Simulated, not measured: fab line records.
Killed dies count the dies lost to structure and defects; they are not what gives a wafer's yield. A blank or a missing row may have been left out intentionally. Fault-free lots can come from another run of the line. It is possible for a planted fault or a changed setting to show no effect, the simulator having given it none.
fab line records	flow rit_cmos
record: lots: 5	wafers: 23
route steps=202 shown ACTIVE@4 FOX2@23 NWELL@36 PWELL@48 WELLDRIVE@50 PRETRO@65 GATE@76 M1@202
start_h: hours from the record's first day to the start of the lot's first wafer shown	wait_h: hours elapsed since this lot's preceding step	" identical to the entry in the row above	L1.1+2: a row that stands for several wafers	- no value present, or no start provided	* or withheld: withheld	< > ~ a bound
route shown NAME@n: a module of which the file shows steps, and the number in the route of the first	usual: average and standard deviation across the fault-free wafers	same: alike in all rows	chamber/n: place in a boat	sites: each site's reading	_std_site: their standard deviation	_edge_site: inner sites' mean taken away from outer sites' mean	radius_mm: for every site, how far away it sits from the centre of the wafer	mask NAME#n: copy n	behind: the most recent tool/chamber to have shaped the wafer	hold: why the lot was held/for how many hours/how that ended	device: whichever transistor did not switch (one of n, p or np)	end of line: the route-end tests of the same wafers	step lacking rows: just its recipe	killed: the dies lost at the first sort to structure and to defects; this is not the yield of the wafer	map: a wafer's dies, marking killed ones x, the rest . and places with no die _
set.NAME: the setting the step ran with; set.NAME@STEP: the setting that earlier step ran with	model.NAME: the simulator's own value behind a step, which no gauge read
lots run with intentionally changed settings; tables by step, rows by wafer
== steps ==
step: RIT_ACTIVE_CVD_03
recipe: material: Si3N4	target_thk_nm: 150	temp_c: 810	precursor: SiH2Cl2/NH3	time_s: 1500	pressure_mtorr: 300	sih2cl2_flow_sccm: 60	nh3_flow_sccm: 150
lot.wafer	tool	chamber	start_h	wait_h	set.sih2cl2_flow_sccm	model.Si3N4_of_ACTIVE_CVD_03.thk_nm
L074.1	-	-	-	0.2	63.21	151.5
L074.2	"	-	"	"	63.21	153.3
L074.3	"	-	"	"	63.21	152.9
L074.5	"	-	"	"	63.21	152.6
L074.6	"	-	"	"	63.21	152
L077.1	lpcvd-02	0	27.11	0.1	60	150.3
L077.2+5	"	0	"	"	60	151
L079.1	-	-	-	0.1	56.62	148.8
L079.3	"	-	"	"	56.62	147.4
L079.4	"	-	"	"	56.62	147.9
L079.5	"	-	"	"	56.62	148.4
L079.6	"	-	"	"	56.62	147.1
L084.1	-	-	-	0.1	55.22	145.6
L084.2	"	-	"	"	55.22	146
L084.3	"	-	"	"	55.22	145
L084.4	"	-	"	"	55.22	147
L084.6	"	-	"	"	55.22	144.6
L085.1	-	-	-	0.1	57.51	148.3
L085.2	"	-	"	"	57.51	147.4
L085.3	"	-	"	"	57.51	149.7
L085.5	"	-	"	"	57.51	149.5
L085.6	"	-	"	"	57.51	148.4
step: RIT_ACTIVE_DEVELOP_10
recipe: resist: NOVOLAK	develop_time_s: 50	dev_temp_c: 23
lot.wafer	tool	chamber	start_h	wait_h	set.develop_time_s
L074.1+5+6	litho_track-04	0	-	-	43.75
L074.2+3	"	0	"	"	50
L077.1+2+5	litho_track-02	0	-	-	50
L079.1+6	litho_track-03	0	-	-	50
L079.3+4+5	"	0	"	"	54.18
L084.1+2+3+4+6	litho_track-03	0	-	-	50
L085.1+5+6	litho_track-04	0	-	-	55.74
L085.2+3	"	0	"	"	50
step: RIT_ACTIVE_CD_MEAS_11
recipe: target_cd_nm: 1400
usual: cd_nm: 1401/3.3
lot.wafer	tool	chamber	start_h	wait_h	set.develop_time_s@ACTIVE_DEVELOP_10	cd_nm
L074.1	cd_sem-02	-	16.77	-	43.75	1411
L074.2	"	-	"	"	50	1394
L074.3	"	-	"	"	50	1398
L074.5	"	-	"	"	43.75	1409
L074.6	"	-	"	"	43.75	1410
L077.1	cd_sem-01	-	29.56	-	50	1403
L077.2	"	-	"	"	50	1403
L077.5	"	-	"	"	50	1404
L079.1	cd_sem-02	-	39.63	-	50	1399
L079.3	"	-	"	"	54.18	1394
L079.4	"	-	"	"	54.18	1393
L079.5	"	-	"	"	54.18	1390
L079.6	"	-	"	"	50	1400
L084.1	cd_sem-02	-	65.92	-	50	1406
L084.2	"	-	"	"	50	1403
L084.3	"	-	"	"	50	1407
L084.4	"	-	"	"	50	1405
L084.6	"	-	"	"	50	1406
L085.1	cd_sem-01	-	69.90	-	55.74	1388
L085.2	"	-	"	"	50	1398
L085.3	"	-	"	"	50	1398
L085.5	"	-	"	"	55.74	1391
L085.6	"	-	"	"	55.74	1388
step: RIT_ACTIVE_HARDBAKE_12
recipe: resist: NOVOLAK	temp_c: 140	time_s: 60
step: RIT_ACTIVE_ETCH_13
recipe: stop_on: SiO2	chemistry: SF6	target: Si3N4	time_s: 210	over_etch_frac: 0.4	SF6_flow_sccm: 200	pressure_mtorr: 260	rf_w: 125	target_depth_a: 2100
lot.wafer	tool	chamber	start_h	wait_h	set.develop_time_s@ACTIVE_DEVELOP_10	model.ACTIVE.cd_nm
L074.1	rie_diel-04	1	17.04	0.1	43.75	1411
L074.2	"	2	"	"	50	1394
L074.3	"	0	"	"	50	1398
L074.5+6	"	3,0	"	"	43.75	1410
L077.1+2	rie_diel-02	2,3	30.00	0.1	50	1403
L077.5	"	1	"	"	50	1404
L079.1	rie_diel-04	0	39.90	0.1	50	1399
L079.3	"	1	"	"	54.18	1394
L079.4	"	2	"	"	54.18	1392
L079.5	"	3	"	"	54.18	1391
L079.6	"	2	"	"	50	1400
L084.1+6	rie_diel-02	1	66.31	0.1	50	1406
L084.2	"	3	"	"	50	1403
L084.3	"	0	"	"	50	1407
L084.4	"	3	"	"	50	1405
L085.1	rie_diel-02	3	70.17	0.1	55.74	1388
L085.2+3	"	0,1	"	"	50	1398
L085.5	"	3	"	"	55.74	1391
L085.6	"	1	"	"	55.74	1389
step: RIT_ACTIVE_STRIP_14
recipe: chemistry: O2	time_s: 180	resist: NOVOLAK	platen_temp_c: withheld	power_w: 500	pressure_mtorr: 4000	o2_flow_sccm: 4000
step: RIT_ACTIVE_CD_MEAS_90
recipe: target_cd_nm: 1400
usual: cd_nm: 1401/3.3
lot.wafer	tool	chamber	start_h	wait_h	set.develop_time_s@ACTIVE_DEVELOP_10	cd_nm
L074.1	cd_sem-02	-	17.35	0.1	43.75	1411
L074.2	"	-	"	"	50	1394
L074.3	"	-	"	"	50	1398
L074.5	"	-	"	"	43.75	1410
L074.6	"	-	"	"	43.75	1410
L077.1	cd_sem-02	-	30.31	0.1	50	1403
L077.2	"	-	"	"	50	1403
L077.5	"	-	"	"	50	1405
L079.1	cd_sem-02	-	40.21	0.1	50	1399
L079.3	"	-	"	"	54.18	1395
L079.4	"	-	"	"	54.18	1392
L079.5	"	-	"	"	54.18	1391
L079.6	"	-	"	"	50	1399
L084.1	cd_sem-02	-	66.62	0.1	50	1407
L084.2	"	-	"	"	50	1404
L084.3	"	-	"	"	50	1407
L084.4	"	-	"	"	50	1405
L084.6	"	-	"	"	50	1405
L085.1	cd_sem-01	-	70.48	0.1	55.74	1388
L085.2	"	-	"	"	50	1398
L085.3	"	-	"	"	50	1398
L085.5	"	-	"	"	55.74	1391
L085.6	"	-	"	"	55.74	1389
step: RIT_FOX2_OXIDATION_00
recipe: temp_c: 1100	ambient: H2O	target_thk_a: 3507	p_h2o_torr: 720	ox_time_s: 1130
lot.wafer	tool	chamber	start_h	wait_h	set.temp_c	model.SiO2_of_FOX2_OXIDATION_00.thk_nm
L074.1	-	-	-	0.0	1112	371.8
L074.2	"	-	"	"	1112	368.3
L074.3	"	-	"	"	1112	368.7
L074.5	"	-	"	"	1112	365.5
L074.6	"	-	"	"	1112	370.5
L077.1	furnace-01	0	32.68	0.0	1100	347.2
L077.2	"	0	"	"	1100	344.9
L077.5	"	0	"	"	1100	348.3
L079.1	-	-	-	0.0	1110	360.7
L079.3	"	-	"	"	1110	359.3
L079.4	"	-	"	"	1110	364.6
L079.5	"	-	"	"	1110	364.7
L079.6	"	-	"	"	1110	365.3
L084.1	-	-	-	0.0	1072	305.6
L084.2	"	-	"	"	1072	309.9
L084.3	"	-	"	"	1072	309.8
L084.4	"	-	"	"	1072	305.5
L084.6	"	-	"	"	1072	304.1
L085.1	-	-	-	1.2	1121	380.3
L085.2	"	-	"	"	1121	381.5
L085.3	"	-	"	"	1121	378.8
L085.5	"	-	"	"	1121	381.1
L085.6	"	-	"	"	1121	375.8
step: RIT_FOX2_THK_MEAS_01
recipe: reads: SiO2_of_FOX2_OXIDATION_00
usual: FOX2_OXIDE_THK: 349/6.4
lot.wafer	tool	chamber	start_h	wait_h	set.temp_c@FOX2_OXIDATION_00	FOX2_OXIDE_THK[nm]
L074.1	film_metro-02	-	-	-	1112	372
L074.2	"	-	"	"	1112	369
L074.3	"	-	"	"	1112	369
L074.5	"	-	"	"	1112	365
L074.6	"	-	"	"	1112	370
L077.1	film_metro-04	-	33.99	0.0	1100	347
L077.2	"	-	"	"	1100	345
L077.5	"	-	"	"	1100	349
L079.1	film_metro-03	-	-	-	1110	361
L079.3	"	-	"	"	1110	359
L079.4	"	-	"	"	1110	365
L079.5	"	-	"	"	1110	365
L079.6	"	-	"	"	1110	365
L084.1	film_metro-03	-	-	-	1072	306
L084.2	"	-	"	"	1072	310
L084.3	"	-	"	"	1072	310
L084.4	"	-	"	"	1072	305
L084.6	"	-	"	"	1072	304
L085.1	film_metro-03	-	-	-	1121	380
L085.2	"	-	"	"	1121	381
L085.3	"	-	"	"	1121	379
L085.5	"	-	"	"	1121	381
L085.6	"	-	"	"	1121	376
step: RIT_FOX2_CLEAN_02
recipe: chemistry: dHF	dilution: 50:1	time_s: 180
step: RIT_FOX2_WET_ETCH_03
recipe: chemistry: H3PO4	target: Si3N4	target_depth_nm: 195	temp_c: 165	time_s: 2700
step: RIT_FOX2_THK_MEAS_90
recipe: reads: SiO2_of_FOX2_OXIDATION_00
usual: FIELD_OXIDE_LEFT_1_THK: 321/6.4
lot.wafer	tool	chamber	start_h	wait_h	set.temp_c@FOX2_OXIDATION_00	FIELD_OXIDE_LEFT_1_THK[nm]
L074.1	film_metro-04	-	23.63	0.0	1112	344
L074.2	"	-	"	"	1112	341
L074.3	"	-	"	"	1112	342
L074.5	"	-	"	"	1112	338
L074.6	"	-	"	"	1112	343
L077.1	film_metro-03	-	34.87	0.0	1100	320
L077.2	"	-	"	"	1100	318
L077.5	"	-	"	"	1100	321
L079.1	film_metro-02	-	45.23	0.0	1110	333
L079.3	"	-	"	"	1110	332
L079.4	"	-	"	"	1110	337
L079.5	"	-	"	"	1110	337
L079.6	"	-	"	"	1110	338
L084.1	film_metro-03	-	70.79	0.0	1072	279
L084.2	"	-	"	"	1072	283
L084.3	"	-	"	"	1072	283
L084.4	"	-	"	"	1072	278
L084.6	"	-	"	"	1072	277
L085.1	film_metro-02	-	77.03	0.0	1121	353
L085.2	"	-	"	"	1121	354
L085.3	"	-	"	"	1121	352
L085.5	"	-	"	"	1121	354
L085.6	"	-	"	"	1121	349
step: RIT_NWELL_IMPLANT_08
recipe: species: P	energy_kev: 170	dose_cm2: 5e+13	tilt_deg: 7
lot.wafer	tool	chamber	start_h	wait_h	set.dose_cm2
L074.1+2	implanter-01	0	24.98	0.2	5e+13
L074.3+5+6	"	0	"	"	5.132e+13
L077.1+2+5	implanter-02	0	36.09	0.2	5e+13
L079.1+3+4+5+6	implanter-02	0	46.58	0.2	5e+13
L084.1+3	implanter-02	0	72.14	0.2	5.112e+13
L084.2+4+6	"	0	"	"	5e+13
L085.1+2+5	implanter-02	0	78.57	0.2	5e+13
L085.3+6	"	0	"	"	4.709e+13
step: RIT_PWELL_STRIP_09
recipe: chemistry: O2	time_s: 180	resist: NOVOLAK	platen_temp_c: withheld	power_w: 500	pressure_mtorr: 4000	o2_flow_sccm: 4000
lot.wafer	tool	chamber	start_h	wait_h	set.o2_flow_sccm
L074.1+5	plasma_asher-03	0	26.68	0.1	4000
L074.2+3+6	"	1	"	"	4237
L077.1+2+5	plasma_asher-04	0,1,1	37.79	0.1	4000
L079.1+5+6	plasma_asher-04	0,0,1	48.39	0.2	4000
L079.3+4	"	1,0	"	"	3775
L084.1+2	plasma_asher-02	1,0	73.97	0.1	3828
L084.3+4+6	"	0,1,0	"	"	4000
L085.1+2+3+5+6	plasma_asher-02	1,0,0,0,1	80.40	0.1	4000
step: RIT_WELLDRIVE_ANNEAL_00
recipe: temp_c: 1100	time_s: 14700	ambient: N2
step: RIT_WELLDRIVE_RS_MEAS_01
recipe: thk_meas_gauge: four-point-probe
usual: NWELL_RS: 275.7/0.69
lot.wafer	tool	chamber	start_h	wait_h	set.dose_cm2@NWELL_IMPLANT_08	NWELL_RS[ohm/sq]
L074.1	film_metro-04	-	32.14	0.0	5e+13	276.0
L074.2	"	-	"	"	5e+13	276.6
L074.3	"	-	"	"	5.132e+13	271.8
L074.5	"	-	"	"	5.132e+13	271.9
L074.6	"	-	"	"	5.132e+13	272.0
L077.1	film_metro-01	-	43.29	0.0	5e+13	275.8
L077.2	"	-	"	"	5e+13	275.3
L077.5	"	-	"	"	5e+13	275.2
L079.1	film_metro-01	-	53.71	0.0	5e+13	275.5
L079.3	"	-	"	"	5e+13	275.6
L079.4	"	-	"	"	5e+13	274.9
L079.5	"	-	"	"	5e+13	276.1
L079.6	"	-	"	"	5e+13	275.1
L084.1	film_metro-04	-	79.97	0.0	5.112e+13	272.8
L084.2	"	-	"	"	5e+13	276.5
L084.3	"	-	"	"	5.112e+13	272.3
L084.4	"	-	"	"	5e+13	277.2
L084.6	"	-	"	"	5e+13	276.6
L085.1	film_metro-04	-	85.72	0.0	5e+13	275.6
L085.2	"	-	"	"	5e+13	275.1
L085.3	"	-	"	"	4.709e+13	285.6
L085.5	"	-	"	"	5e+13	275.3
L085.6	"	-	"	"	4.709e+13	285.0
step: RIT_PRETRO_COAT_01
recipe: resist: NOVOLAK	spin_rpm: 2000	resist_thk_nm: 1300
lot.wafer	tool	chamber	start_h	wait_h	set.spin_rpm	model.NOVOLAK_of_PRETRO_COAT_01.thk_nm
L074.1	litho_track-03	0	34.55	0.1	2000	1295
L074.2+3	"	0	"	"	2000	1297
L074.5	"	0	"	"	2000	1298
L074.6	"	0	"	"	2000	1299
L077.1	litho_track-02	0	45.52	0.1	2000	1299
L077.2	"	0	"	"	2000	1302
L077.5	"	0	"	"	2000	1301
L079.1	litho_track-04	0	55.65	0.1	2000	1291
L079.3	"	0	"	"	1904	1327
L079.4	"	0	"	"	2000	1293
L079.5	"	0	"	"	1904	1328
L079.6	"	0	"	"	1904	1324
L084.1	litho_track-02	0	82.07	0.1	2000	1302
L084.2+6	"	0	"	"	1885	1341
L084.3	"	0	"	"	1885	1338
L084.4	"	0	"	"	2000	1304
L085.1+2	litho_track-03	0	87.66	0.1	2000	1301
L085.3	"	0	"	"	1854	1349
L085.5	"	0	"	"	1854	1347
L085.6	"	0	"	"	2000	1300
step: RIT_PRETRO_SOFTBAKE_02
recipe: resist: NOVOLAK	temp_c: 90	time_s: 62.32
step: RIT_PRETRO_EXPOSE_03
recipe: mask_id: M5	na: 0.57	target_cd_nm: 43700	dose_mj: 250
step: RIT_PRETRO_DEVELOP_05
recipe: resist: NOVOLAK	develop_time_s: 68	dev_temp_c: 23
step: RIT_PRETRO_HARDBAKE_07
recipe: resist: NOVOLAK	temp_c: 140	time_s: 120
lot.wafer	tool	chamber	start_h	wait_h	set.spin_rpm@PRETRO_COAT_01	model.NOVOLAK_of_PRETRO_COAT_01.thk_nm
L074.1	litho_track-03	0	35.44	0.0	2000	1133
L074.2	"	0	"	"	2000	1134
L074.3+5	"	0	"	"	2000	1135
L074.6	"	0	"	"	2000	1136
L077.1	litho_track-03	0	46.28	0.0	2000	1136
L077.2+5	"	0	"	"	2000	1138
L079.1	litho_track-03	0	56.77	0.2	2000	1130
L079.3	"	0	"	"	1904	1160
L079.4	"	0	"	"	2000	1131
L079.5	"	0	"	"	1904	1161
L079.6	"	0	"	"	1904	1157
L084.1	litho_track-03	0	82.96	0.0	2000	1138
L084.2+6	"	0	"	"	1885	1172
L084.3	"	0	"	"	1885	1169
L084.4	"	0	"	"	2000	1140
L085.1+2	litho_track-02	0	88.42	0.0	2000	1138
L085.3	"	0	"	"	1854	1179
L085.5	"	0	"	"	1854	1177
L085.6	"	0	"	"	2000	1137
step: RIT_GATE_CLEAN_01
recipe: chemistry: SC1	mix: 3:3:50	time_s: 600	temp_c: 75
lot.wafer	tool	chamber	start_h	wait_h	set.time_s
L074.1+2+3+5+6	-	-	-	0.0	537.2
L077.1+2+5	wet_bench-02	1	46.97	0.0	600
L079.1+3+4+5+6	-	-	-	0.0	629.3
L084.1+2+3+4+6	-	-	-	0.0	600
L085.1+2+3+5+6	-	-	-	0.0	664.7
step: RIT_GATE_CLEAN_02
recipe: chemistry: dHF	dilution: 50:1	time_s: 30
step: RIT_GATE_CLEAN_03
recipe: chemistry: SC2	mix: 3:3:50	time_s: 600	temp_c: 75	dry: n2_spin
step: RIT_GATE_CLEAN_04
recipe: chemistry: dHF	dilution: 50:1	time_s: 60	dry: n2_spin
step: RIT_FOX2_THK_MEAS_91
recipe: reads: SiO2_of_FOX2_OXIDATION_00
usual: FIELD_OXIDE_LEFT_2_THK: 253/6.6
lot.wafer	tool	chamber	start_h	wait_h	set.temp_c@FOX2_OXIDATION_00	FIELD_OXIDE_LEFT_2_THK[nm]
L074.1	film_metro-02	-	36.49	0.0	1112	276
L074.2	"	-	"	"	1112	273
L074.3	"	-	"	"	1112	273
L074.5	"	-	"	"	1112	269
L074.6	"	-	"	"	1112	275
L077.1	film_metro-04	-	47.36	0.0	1100	252
L077.2	"	-	"	"	1100	250
L077.5	"	-	"	"	1100	253
L079.1	film_metro-03	-	57.84	0.0	1110	265
L079.3	"	-	"	"	1110	263
L079.4	"	-	"	"	1110	268
L079.5	"	-	"	"	1110	269
L079.6	"	-	"	"	1110	269
L084.1	film_metro-02	-	84.08	0.0	1072	210
L084.2	"	-	"	"	1072	214
L084.3	"	-	"	"	1072	214
L084.4	"	-	"	"	1072	210
L084.6	"	-	"	"	1072	208
L085.1	film_metro-02	-	89.47	0.0	1121	284
L085.2	"	-	"	"	1121	285
L085.3	"	-	"	"	1121	282
L085.5	"	-	"	"	1121	284
L085.6	"	-	"	"	1121	279
step: RIT_GATE_OXIDATION_05
recipe: temp_c: 900	ambient: O2	target_thk_a: 30	ox_time_s: 270
lot.wafer	tool	chamber	start_h	wait_h	set.ox_time_s	model.SiO2_of_GATE_OXIDATION_05.thk_nm
L074.1	-	-	-	0.4	306.1	3.281
L074.2	"	-	"	"	306.1	3.3
L074.3	"	-	"	"	306.1	3.25
L074.5	"	-	"	"	306.1	3.269
L074.6	"	-	"	"	306.1	3.306
L077.1	furnace-01	0	47.42	0.1	270	2.977
L077.2	"	0	"	"	270	2.952
L077.5	"	0	"	"	270	2.978
L079.1	-	-	-	0.1	259.5	2.93
L079.3	"	-	"	"	259.5	2.913
L079.4	"	-	"	"	259.5	2.896
L079.5	"	-	"	"	259.5	2.873
L079.6	"	-	"	"	259.5	2.94
L084.1	-	-	-	0.1	234.8	2.713
L084.2	"	-	"	"	234.8	2.695
L084.3	"	-	"	"	234.8	2.758
L084.4	"	-	"	"	234.8	2.729
L084.6	"	-	"	"	234.8	2.672
L085.1	-	-	-	0.3	287.3	3.143
L085.2	"	-	"	"	287.3	3.196
L085.3	"	-	"	"	287.3	3.194
L085.5	"	-	"	"	287.3	3.195
L085.6	"	-	"	"	287.3	3.191
step: RIT_GATE_ANNEAL_06
recipe: temp_c: 900	time_s: 600	ambient: N2O
step: RIT_GATE_THK_MEAS_07
recipe: reads: SiO2_of_GATE_OXIDATION_05
usual: GATE_OXIDE_THK: 3.01/0.076
lot.wafer	tool	chamber	start_h	wait_h	set.ox_time_s@GATE_OXIDATION_05	GATE_OXIDE_THK[nm]
L074.1	film_metro-02	-	38.21	0.0	306.1	3.27
L074.2	"	-	"	"	306.1	3.26
L074.3	"	-	"	"	306.1	3.27
L074.5	"	-	"	"	306.1	3.20
L074.6	"	-	"	"	306.1	3.27
L077.1	film_metro-02	-	48.75	0.0	270	2.99
L077.2	"	-	"	"	270	2.96
L077.5	"	-	"	"	270	2.97
L079.1	film_metro-03	-	59.22	0.0	259.5	2.89
L079.3	"	-	"	"	259.5	2.95
L079.4	"	-	"	"	259.5	2.91
L079.5	"	-	"	"	259.5	2.87
L079.6	"	-	"	"	259.5	2.96
L084.1	film_metro-03	-	85.97	0.0	234.8	2.72
L084.2	"	-	"	"	234.8	2.64
L084.3	"	-	"	"	234.8	2.77
L084.4	"	-	"	"	234.8	2.75
L084.6	"	-	"	"	234.8	2.67
L085.1	film_metro-04	-	92.45	0.0	287.3	3.17
L085.2	"	-	"	"	287.3	3.21
L085.3	"	-	"	"	287.3	3.23
L085.5	"	-	"	"	287.3	3.20
L085.6	"	-	"	"	287.3	3.19
step: RIT_GATE_EXPOSE_13
recipe: mask_id: M6	na: 0.6	source_shape: conventional	sigma_outer: 0.6	target_cd_nm: 150	dose_mj: 380
lot.wafer	tool	chamber	start_h	wait_h	mask	set.dose_mj
L074.1+2+3+5+6	iline_stepper-01	0	40.52	0.2	M6#0	380
L077.1+2+5	iline_stepper-02	0	50.94	0.1	M6#0	380
L079.1+4+6	iline_stepper-01	0	62.15	0.1	M6#0	380
L079.3+5	"	0	"	"	M6#0	398.9
L084.1+2+6	iline_stepper-02	0	88.28	0.2	M6#0	397.6
L084.3+4	"	0	"	"	M6#0	380
L085.1+2+3+5+6	iline_stepper-01	0	94.76	0.2	M6#0	380
step: RIT_GATE_PEB_14
recipe: resist: NOVOLAK	temp_c: withheld	time_s: withheld
step: RIT_GATE_DEVELOP_15
recipe: resist: NOVOLAK	develop_time_s: 50	dev_temp_c: 23
step: RIT_GATE_CD_MEAS_16
recipe: target_cd_nm: 150
usual: cd_nm: 150.6/1.4
lot.wafer	tool	chamber	start_h	wait_h	set.dose_mj@GATE_EXPOSE_13	cd_nm
L074.1	cd_sem-02	-	40.92	-	380	151.0
L074.2	"	-	"	"	380	152.7
L074.3	"	-	"	"	380	150.5
L074.5	"	-	"	"	380	151.4
L074.6	"	-	"	"	380	151.7
L077.1	cd_sem-02	-	51.44	-	380	151.4
L077.2	"	-	"	"	380	151.9
L077.5	"	-	"	"	380	151.2
L079.1	cd_sem-01	-	62.55	-	380	148.2
L079.3	"	-	"	"	398.9	124.7
L079.4	"	-	"	"	380	149.8
L079.5	"	-	"	"	398.9	127.5
L079.6	"	-	"	"	380	150.1
L084.1	cd_sem-01	-	88.68	-	397.6	127.1
L084.2	"	-	"	"	397.6	129.0
L084.3	"	-	"	"	380	148.9
L084.4	"	-	"	"	380	152.0
L084.6	"	-	"	"	397.6	130.2
L085.1	cd_sem-01	-	95.26	-	380	151.6
L085.2	"	-	"	"	380	149.4
L085.3	"	-	"	"	380	150.2
L085.5	"	-	"	"	380	149.9
L085.6	"	-	"	"	380	152.2
step: RIT_M1_PROBE_99
lot.wafer	tool	chamber	start_h	wait_h	set.dose_mj@GATE_EXPOSE_13	model.etest.nmos_0p15.drive_ua_um	model.etest.nmos_0p15.r_on_ohm_um	model.etest.pmos_0p15.drive_ua_um	model.etest.pmos_0p15.r_on_ohm_um	model.etest.pmos_turned.r_on_ohm_um
L074.1	prober-02	-	61.63	0.1	380	408.9	1286	222.1	3134	3971
L074.2	prober-02	-	61.68	0.1	380	400	1249	215.2	3149	3974
L074.3	prober-02	-	61.73	0.2	380	423.1	1207	234.6	2931	3687
L074.5	prober-02	-	61.83	0.2	380	410.6	1260	220.6	3107	3957
L074.6	prober-02	-	61.88	0.2	380	415.3	1227	226.5	3007	3774
L077.1	prober-01	-	74.89	0.1	380	473.9	1127	245.8	2894	3642
L077.2	prober-01	-	74.94	0.1	380	473.3	1087	247.4	2851	3586
L077.5	prober-01	-	75.09	0.2	380	477.6	1103	246.6	2840	3580
L079.1	prober-01	-	83.39	0.1	380	480.8	1119	258.3	2742	3485
L079.3	prober-01	-	83.49	0.2	398.9	613.9	916.4	351.1	2108	2780
L079.4	prober-01	-	83.54	0.2	380	489.1	1087	264	2691	3351
L079.5	prober-01	-	83.59	0.2	398.9	595.8	931.4	331.4	2248	2936
L079.6	prober-01	-	83.64	0.2	380	475.5	1102	257.3	2749	3433
L084.1	prober-02	-	109.96	0.1	397.6	606.1	1052	356.1	2207	2866
L084.2	prober-02	-	110.01	0.1	397.6	598.2	1048	333.1	2331	3051
L084.3	prober-02	-	110.06	0.2	380	484.8	1237	274.3	2763	3436
L084.4	prober-02	-	110.11	0.2	380	489.9	1161	262.8	2813	3547
L084.6	prober-02	-	110.21	0.2	397.6	602.4	1054	346.5	2256	2967
L085.1	prober-01	-	116.49	0.1	380	426	1194	246.9	2762	3492
L085.2	prober-01	-	116.54	0.1	380	427.7	1199	254.8	2736	3408
L085.3	prober-01	-	116.59	0.2	380	432.9	1158	259.4	2686	3303
L085.5	prober-01	-	116.69	0.2	380	425.7	1192	246.2	2808	3470
L085.6	prober-01	-	116.74	0.2	380	414.6	1202	249	2788	3464
killed by level:class
L077.1 FOX1:geometric_particle:open=1 GATE:geometric_particle:short=1 SPACER:geometric_particle:open=1 SILICIDE:geometric_particle:open=1
L077.2 GATE:geometric_particle:short=3 FOX1:geometric_particle:open=2 FOX1:geometric_particle:short=1 GATE:geometric_particle:open=1 REOX:geometric_particle:short=1 SILICIDE:geometric_particle:short=1 SILICIDE:geometric_particle:open=1
L077.5 FOX1:geometric_particle:short=2 REOX:geometric_particle:open=2 FOX1:geometric_particle:open=1 GATE:geometric_particle:short=1 GATE:geometric_particle:open=1 SPACER:geometric_particle:short=1 SILICIDE:geometric_particle:open=1
== key ==
split: step: RIT_ACTIVE_CVD_03	setting: sih2cl2_flow_sccm	stated: 60	by: lot
response: step: RIT_ACTIVE_CVD_03	reading: model.Si3N4_of_ACTIVE_CVD_03.thk_nm	change: +0.485	per: 1%	r: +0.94
split: step: RIT_ACTIVE_DEVELOP_10	setting: develop_time_s	stated: 50	by: wafer
response: step: RIT_ACTIVE_CD_MEAS_11	reading: cd_nm	change: -0.948	per: 1%	r: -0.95
response: step: RIT_ACTIVE_ETCH_13	reading: model.ACTIVE.cd_nm	change: -0.938	per: 1%	r: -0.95
response: step: RIT_ACTIVE_CD_MEAS_90	reading: cd_nm	change: -0.914	per: 1%	r: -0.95
split: step: RIT_FOX2_OXIDATION_00	setting: temp_c	stated: 1100	by: lot
response: step: RIT_FOX2_OXIDATION_00	reading: model.SiO2_of_FOX2_OXIDATION_00.thk_nm	change: +16.5	per: 1%	r: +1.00
response: step: RIT_FOX2_THK_MEAS_01	reading: FOX2_OXIDE_THK	change: +16.5	per: 1%	r: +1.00
response: step: RIT_FOX2_THK_MEAS_90	reading: FIELD_OXIDE_LEFT_1_THK	change: +16.4	per: 1%	r: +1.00
response: step: RIT_FOX2_THK_MEAS_91	reading: FIELD_OXIDE_LEFT_2_THK	change: +16.3	per: 1%	r: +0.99
split: step: RIT_NWELL_IMPLANT_08	setting: dose_cm2	stated: 5e+13	by: wafer
response: step: RIT_WELLDRIVE_RS_MEAS_01	reading: NWELL_RS	change: -1.73	per: 1%	r: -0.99
split: step: RIT_PWELL_STRIP_09	setting: o2_flow_sccm	stated: 4000	by: wafer
response none clear
split: step: RIT_PRETRO_COAT_01	setting: spin_rpm	stated: 2000	by: wafer
response: step: RIT_PRETRO_COAT_01	reading: model.NOVOLAK_of_PRETRO_COAT_01.thk_nm	change: -6.56	per: 1%	r: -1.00
response: step: RIT_PRETRO_HARDBAKE_07	reading: model.NOVOLAK_of_PRETRO_COAT_01.thk_nm	change: -5.65	per: 1%	r: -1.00
split: step: RIT_GATE_CLEAN_01	setting: time_s	stated: 600	by: lot
response none clear
split: step: RIT_GATE_OXIDATION_05	setting: ox_time_s	stated: 270	by: lot
response: step: RIT_GATE_OXIDATION_05	reading: model.SiO2_of_GATE_OXIDATION_05.thk_nm	change: +0.0223	per: 1%	r: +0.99
response: step: RIT_GATE_THK_MEAS_07	reading: GATE_OXIDE_THK	change: +0.0216	per: 1%	r: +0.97
split: step: RIT_GATE_EXPOSE_13	setting: dose_mj	stated: 380	by: wafer
response: step: RIT_GATE_CD_MEAS_16	reading: cd_nm	change: -4.68	per: 1%	r: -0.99
response: step: RIT_M1_PROBE_99	reading: model.etest.pmos_0p15.r_on_ohm_um	change: -112	per: 1%	r: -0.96
response: step: RIT_M1_PROBE_99	reading: model.etest.pmos_turned.r_on_ohm_um	change: -114	per: 1%	r: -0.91
response: step: RIT_M1_PROBE_99	reading: model.etest.nmos_0p15.r_on_ohm_um	change: -34	per: 1%	r: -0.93
response: step: RIT_M1_PROBE_99	reading: model.etest.nmos_0p15.drive_ua_um	change: +24.8	per: 1%	r: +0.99
response: step: RIT_M1_PROBE_99	reading: model.etest.pmos_0p15.drive_ua_um	change: +16.5	per: 1%	r: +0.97
